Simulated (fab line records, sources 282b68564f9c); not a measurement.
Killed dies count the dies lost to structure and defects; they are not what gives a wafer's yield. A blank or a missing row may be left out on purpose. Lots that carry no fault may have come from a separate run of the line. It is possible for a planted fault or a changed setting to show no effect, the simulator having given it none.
fab line records ; flow rit-cmos
record: lots: 14; wafers: 42; last-day: 7
route steps=202 shown CONTACT@183 M1@202
lots that met no fault: from a run of the same line without faults
start-h: the number of hours between the record's first day and the start of the first shown wafer of the lot ; wait-h: time in hours since the lot's previous step ; " the same as in the row above ; L1.1+2: several wafers, shown together as one row ; - either no value or no given start ; * or withheld: withheld ; < > ~ a bound
route shown NAME@n: NAME is a module with steps in the file, n the number in the route of the first one ; usual: mean/standard deviation taken from wafers without a fault ; same: alike in all rows ; chamber/n: place in a boat ; sites: each site's reading ; _std_site: how widely they spread, as a standard deviation ; _edge_site: outer sites' mean less inner sites' ; radius-mm: for every site, how far away it sits from the centre of the wafer ; mask NAME#n: copy n ; behind: the most recent tool/chamber to have shaped the wafer ; hold: what put the lot on hold/how long, in hours/how the hold closed ; device: names the non-switching transistor (n, p or np) ; end of line: at the end of the route, the tests of the same wafers ; for a step that has no rows: nothing shown but its recipe ; killed: dies that structure and defects cost at the first sort, which is not the same as the wafer's yield ; map: shows each die of a wafer: x if killed, . if not, _ if none is there
set.NAME: the setting the step ran with; set.NAME@STEP: the setting that earlier step ran with ; model.NAME: the simulator's own value behind a step, which no gauge read
steps of the route over a sample of lots; a table a step, a row a wafer
== steps ==
step: RIT_CONTACT_CLEAN_14
recipe: chemistry: SC2; mix: 3:3:50; time-s: 600; temp-c: 75; dry: n2-spin
lot.wafer;tool;chamber;start-h;wait-h
L503.2+5+6;wet-bench-04;1;58.79;0.0
L505.2+4+5;wet-bench-03;3;68.04;0.0
L507.1+4+6;wet-bench-02;1;78.65;0.0
L509.3+4+6;wet-bench-04;2;87.48;0.0
L510.2+5+6;wet-bench-02;3;92.62;0.0
L513.3+4+5;wet-bench-04;1;108.10;0.0
L515.1+5+6;wet-bench-02;0;117.46;0.0
L516.2+3+4;wet-bench-04;3;119.97;0.0
L517.2+4+6;wet-bench-04;0;127.02;0.0
L518.1+2+6;wet-bench-03;0;132.16;0.0
L519.1+3+6;wet-bench-03;0;134.60;0.0
L521.1+4+6;wet-bench-02;0;147.19;0.0
L525.2+4+6;wet-bench-04;2;167.49;0.0
L526.1+4+5;wet-bench-04;2;169.07;0.0
step: RIT_M1_PROBE_99
usual: killed_at_M0_to_M3: 0.0/0.12; killed-at-contacts: 0.0/0.16; killed-at-front-end: 7.1/2.7; killed-dies: 7.2/2.7; killed-open: 3.5/1.9; killed-short: 3.6/1.9
same: gross-dies: 264; killed_at_M4_up: 0; killed-at-back-side: 0; killed-at-other: 0
lot.wafer;tool;chamber;start-h;wait-h;hold;killed_at_M0_to_M3;killed-at-contacts;killed-at-front-end;killed-dies;killed-open;killed-short
L503.2;prober-02;-;63.39;0.1;-;0;0;8;8;4;4
L503.5;prober-02;-;63.54;0.2;-;0;0;9;9;4;5
L503.6;prober-02;-;63.59;0.2;-;0;0;7;7;4;3
L505.2;prober-02;-;72.28;0.1;-;0;0;6;6;3;3
L505.4;prober-02;-;72.38;0.2;-;0;1;6;7;4;3
L505.5;prober-02;-;72.43;0.2;-;0;0;7;7;6;1
L507.1;prober-02;-;82.96;0.1;-;0;0;10;10;5;5
L507.4;prober-02;-;83.11;0.2;-;0;0;9;9;7;2
L507.6;prober-02;-;83.21;0.2;-;0;0;8;8;2;6
L509.3;prober-02;-;91.89;0.2;-;1;0;9;10;3;6
L509.4;prober-02;-;91.94;0.2;-;0;0;5;5;3;2
L509.6;prober-02;-;92.04;0.2;-;0;0;9;9;3;6
L510.2;prober-01;-;97.02;0.1;-;0;0;10;10;5;5
L510.5;prober-01;-;97.17;0.2;-;0;0;8;8;4;4
L510.6;prober-01;-;97.22;0.2;-;0;0;5;5;3;2
L513.3;prober-02;-;112.55;0.2;-;0;0;6;6;4;2
L513.4;prober-02;-;112.60;0.2;-;0;0;4;4;2;2
L513.5;prober-02;-;112.65;0.2;-;0;0;2;2;1;1
L515.1;prober-02;-;121.84;0.1;-;0;0;6;6;2;4
L515.5;prober-02;-;122.04;0.2;-;0;0;4;4;2;2
L515.6;prober-02;-;122.09;0.2;-;0;0;8;8;5;3
L516.2;prober-01;-;124.67;0.1;-;0;0;3;3;2;1
L516.3;prober-01;-;124.72;0.2;-;0;0;7;7;3;4
L516.4;prober-01;-;124.77;0.2;-;0;0;8;8;6;2
L517.2;prober-02;-;131.47;0.1;-;0;0;7;7;3;4
L517.4;prober-02;-;131.57;0.2;-;0;0;10;10;4;5
L517.6;prober-02;-;131.67;0.2;-;0;0;7;7;2;5
L518.1;prober-01;-;136.54;0.1;-;0;0;5;5;0;5
L518.2;prober-01;-;136.59;0.1;-;0;0;6;6;2;4
L518.6;prober-01;-;136.79;0.2;-;0;0;7;7;3;4
L519.1;prober-02;-;138.82;0.1;-;0;0;8;8;2;6
L519.3;prober-02;-;138.92;0.2;-;0;0;14;14;6;8
L519.6;prober-02;-;139.07;0.2;-;0;0;9;9;4;5
L521.1;prober-02;-;151.57;0.1;-;0;0;6;6;3;3
L521.4;prober-02;-;151.72;0.2;-;0;0;8;8;4;4
L521.6;prober-02;-;151.82;0.2;-;0;0;10;10;3;7
L525.2;prober-02;-;171.87;0.1;await-dispo/5.0h/release;0;30;4;34;3;1
L525.4;prober-02;-;171.97;0.2;await-dispo/5.0h/release;0;34;4;38;2;2
L525.6;prober-02;-;172.07;0.2;await-dispo/5.0h/release;0;32;5;37;2;3
L526.1;prober-01;-;173.32;0.1;await-dispo/2.4h/release;0;34;12;46;7;5
L526.4;prober-01;-;173.47;0.2;await-dispo/2.4h/release;0;37;4;41;2;2
L526.5;prober-01;-;173.52;0.2;await-dispo/2.4h/release;0;34;6;40;2;4
killed by level:class
L503.2 GATE:geometric-particle:short=2 SPACER:geometric-particle:open=2 SILICIDE:geometric-particle:open=2 FOX2:geometric-particle:short=1 SPACER:geometric-particle:short=1
L503.5 GATE:geometric-particle:short=2 REOX:geometric-particle:open=2 FOX2:geometric-particle:short=1 GATE:geometric-particle:open=1 SPACER:geometric-particle:open=1 SPACER:geometric-particle:short=1 SILICIDE:geometric-particle:short=1
L503.6 GATE:geometric-particle:open=2 SPACER:geometric-particle:short=2 ACTIVE:geometric-particle:short=1 FOX2:geometric-particle:open=1 SILICIDE:geometric-particle:open=1
L505.2 GATE:geometric-particle:open=3 GATE:geometric-particle:short=3
L505.4 FOX1:geometric-particle:short=2 GATE:geometric-particle:open=2 FOX1:geometric-particle:open=1 SPACER:geometric-particle:open=1 CONTACT:geometric-particle:short=1
L505.5 REOX:geometric-particle:open=3 FOX1:geometric-particle:open=1 GATE:geometric-particle:open=1 GATE:geometric-particle:short=1 SILICIDE:geometric-particle:open=1
L507.1 GATE:geometric-particle:short=2 FOX1:geometric-particle:open=1 FOX1:geometric-particle:short=1 FOX2:geometric-particle:open=1 FOX2:geometric-particle:short=1 GATE:geometric-particle:open=1 REOX:geometric-particle:open=1 SPACER:geometric-particle:short=1
L507.4 SPACER:geometric-particle:open=2 SILICIDE:geometric-particle:open=2 FOX1:geometric-particle:open=1 FOX2:geometric-particle:open=1 GATE:geometric-particle:open=1 GATE:geometric-particle:short=1 SPACER:geometric-particle:short=1
L507.6 GATE:geometric-particle:short=3 SILICIDE:geometric-particle:short=2 FOX2:geometric-particle:open=1 GATE:geometric-particle:open=1 SPACER:geometric-particle:short=1
L509.3 FOX1:geometric-particle:open=2 REOX:geometric-particle:short=2 ACTIVE:geometric-particle:short=1 FOX2:geometric-particle:short=1 GATE:geometric-particle:short=1 SPACER:geometric-particle:short=1 SILICIDE:geometric-particle:open=1 M1:coat-microbubble-printed=1
L509.4 SILICIDE:geometric-particle:open=2 FOX1:geometric-particle:short=1 SPACER:geometric-particle:open=1 SPACER:geometric-particle:short=1
L509.6 GATE:geometric-particle:short=2 FOX1:geometric-particle:open=1 FOX1:geometric-particle:short=1 FOX2:geometric-particle:open=1 FOX2:geometric-particle:short=1 GATE:geometric-particle:open=1 SPACER:geometric-particle:short=1 SILICIDE:geometric-particle:short=1
L510.2 GATE:geometric-particle:short=3 GATE:geometric-particle:open=2 FOX1:geometric-particle:open=1 FOX1:geometric-particle:short=1 FOX2:geometric-particle:open=1 SILICIDE:geometric-particle:open=1 SILICIDE:geometric-particle:short=1
L510.5 FOX1:geometric-particle:short=2 REOX:geometric-particle:open=2 SILICIDE:geometric-particle:short=2 FOX2:geometric-particle:open=1 SILICIDE:geometric-particle:open=1
L510.6 GATE:geometric-particle:open=2 FOX2:geometric-particle:short=1 GATE:geometric-particle:short=1 SILICIDE:geometric-particle:open=1
L513.3 GATE:geometric-particle:open=2 FOX1:geometric-particle:open=1 GATE:geometric-particle:short=1 SILICIDE:geometric-particle:short=1 SILICIDE:geometric-particle:open=1
L513.4 GATE:geometric-particle:short=2 FOX1:geometric-particle:open=1 GATE:geometric-particle:open=1
L513.5 GATE:geometric-particle:open=1 GATE:geometric-particle:short=1
L515.1 GATE:geometric-particle:short=2 REOX:geometric-particle:short=2 FOX1:geometric-particle:open=1 REOX:geometric-particle:open=1
L515.5 FOX1:geometric-particle:open=2 FOX1:geometric-particle:short=1 GATE:geometric-particle:short=1
L515.6 GATE:geometric-particle:open=3 FOX1:geometric-particle:short=2 SILICIDE:geometric-particle:open=2 GATE:geometric-particle:short=1
L516.2 FOX1:geometric-particle:short=1 REOX:geometric-particle:open=1 SPACER:geometric-particle:open=1
L516.3 FOX2:geometric-particle:short=2 FOX1:geometric-particle:open=1 FOX1:geometric-particle:short=1 FOX2:geometric-particle:open=1 GATE:geometric-particle:short=1 REOX:geometric-particle:open=1
L516.4 SPACER:geometric-particle:open=4 FOX1:geometric-particle:short=1 FOX1:geometric-particle:open=1 FOX2:geometric-particle:short=1 GATE:geometric-particle:open=1
L517.2 GATE:geometric-particle:short=2 GATE:geometric-particle:open=2 FOX1:geometric-particle:short=1 REOX:geometric-particle:open=1 REOX:geometric-particle:short=1
L517.4 GATE:geometric-particle:short=3 GATE:geometric-particle:open=1 REOX:geometric-particle:open=1 REOX:geometric-particle:short=1 SPACER:geometric-particle:open=1 SILICIDE:geometric-particle:short=1 SILICIDE:geometric-particle:open=1 PLDD:coat-microbubble-printed=1
L517.6 SPACER:geometric-particle:short=3 GATE:geometric-particle:open=2 GATE:geometric-particle:short=1 REOX:geometric-particle:short=1
L518.1 GATE:geometric-particle:short=3 FOX2:geometric-particle:short=1 SPACER:geometric-particle:short=1
L518.2 GATE:geometric-particle:short=2 SILICIDE:geometric-particle:short=2 FOX1:geometric-particle:open=1 SILICIDE:geometric-particle:open=1
L518.6 GATE:geometric-particle:short=3 GATE:geometric-particle:open=2 REOX:geometric-particle:open=1 SPACER:geometric-particle:short=1
L519.1 GATE:geometric-particle:short=3 FOX2:geometric-particle:short=2 GATE:geometric-particle:open=2 REOX:geometric-particle:short=1
L519.3 SILICIDE:geometric-particle:open=3 FOX2:geometric-particle:short=2 GATE:geometric-particle:open=2 REOX:geometric-particle:short=2 SPACER:geometric-particle:short=2 FOX1:geometric-particle:open=1 GATE:geometric-particle:short=1 SILICIDE:geometric-particle:short=1
L519.6 FOX2:geometric-particle:short=3 GATE:geometric-particle:open=3 FOX1:geometric-particle:short=1 GATE:geometric-particle:short=1 SILICIDE:geometric-particle:open=1
L521.1 GATE:geometric-particle:short=2 SPACER:geometric-particle:open=2 FOX1:geometric-particle:open=1 SPACER:geometric-particle:short=1
L521.4 GATE:geometric-particle:short=2 REOX:geometric-particle:open=2 FOX1:geometric-particle:short=1 SPACER:geometric-particle:short=1 GATE:geometric-particle:open=1 SILICIDE:geometric-particle:open=1
L521.6 GATE:geometric-particle:short=4 SPACER:geometric-particle:short=2 GATE:geometric-particle:open=1 SPACER:geometric-particle:open=1 SILICIDE:geometric-particle:open=1 SILICIDE:geometric-particle:short=1
L525.2 CONTACT:unspecified=30 GATE:geometric-particle:open=1 GATE:geometric-particle:short=1 REOX:geometric-particle:open=1 SPACER:geometric-particle:open=1
L525.4 CONTACT:unspecified=34 REOX:geometric-particle:short=2 FOX1:geometric-particle:open=1 GATE:geometric-particle:open=1
L525.6 CONTACT:unspecified=32 FOX1:geometric-particle:short=1 GATE:geometric-particle:open=1 GATE:geometric-particle:short=1 REOX:geometric-particle:open=1 REOX:geometric-particle:short=1
L526.1 CONTACT:unspecified=34 REOX:geometric-particle:open=6 REOX:geometric-particle:short=2 SILICIDE:geometric-particle:short=2 FOX2:geometric-particle:open=1 SPACER:geometric-particle:short=1
L526.4 CONTACT:unspecified=37 GATE:geometric-particle:short=1 SPACER:geometric-particle:open=1 SILICIDE:geometric-particle:open=1 SILICIDE:geometric-particle:short=1
L526.5 CONTACT:unspecified=34 FOX1:geometric-particle:short=1 FOX2:geometric-particle:open=1 GATE:geometric-particle:short=1 REOX:geometric-particle:short=1 SPACER:geometric-particle:short=1 SILICIDE:geometric-particle:open=1
== key ==
first-sign: step: RIT_M1_PROBE_99; reading: killed-at-contacts; direction: up; sigmas: 33; usual: 0.0; struck: 33.5
effect: step: RIT_M1_PROBE_99; reading: killed-dies; direction: up; sigmas: 12; usual: 7.2; struck: 39.3
met-at RIT_CONTACT_CLEAN_14
struck-lots L525,L526
tester-left-out L525,L526
onset-between 127.02 167.49
also-fits time
fault: kind: chamber-particle-source; tool: wet-bench-04; chamber: -; onset-h: 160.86; steps: RIT_CONTACT_CLEAN_14; rate-per-visit-cm2: 0.89152; end-h: 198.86
tester-left-out: of these lots the tester's yield and bins aren't shown, on N5 and GAA mostly nor the transistor test; their killed dies are dies lost to structure and defects alone, not to doping, threshold or leakage, so they don't give the yield
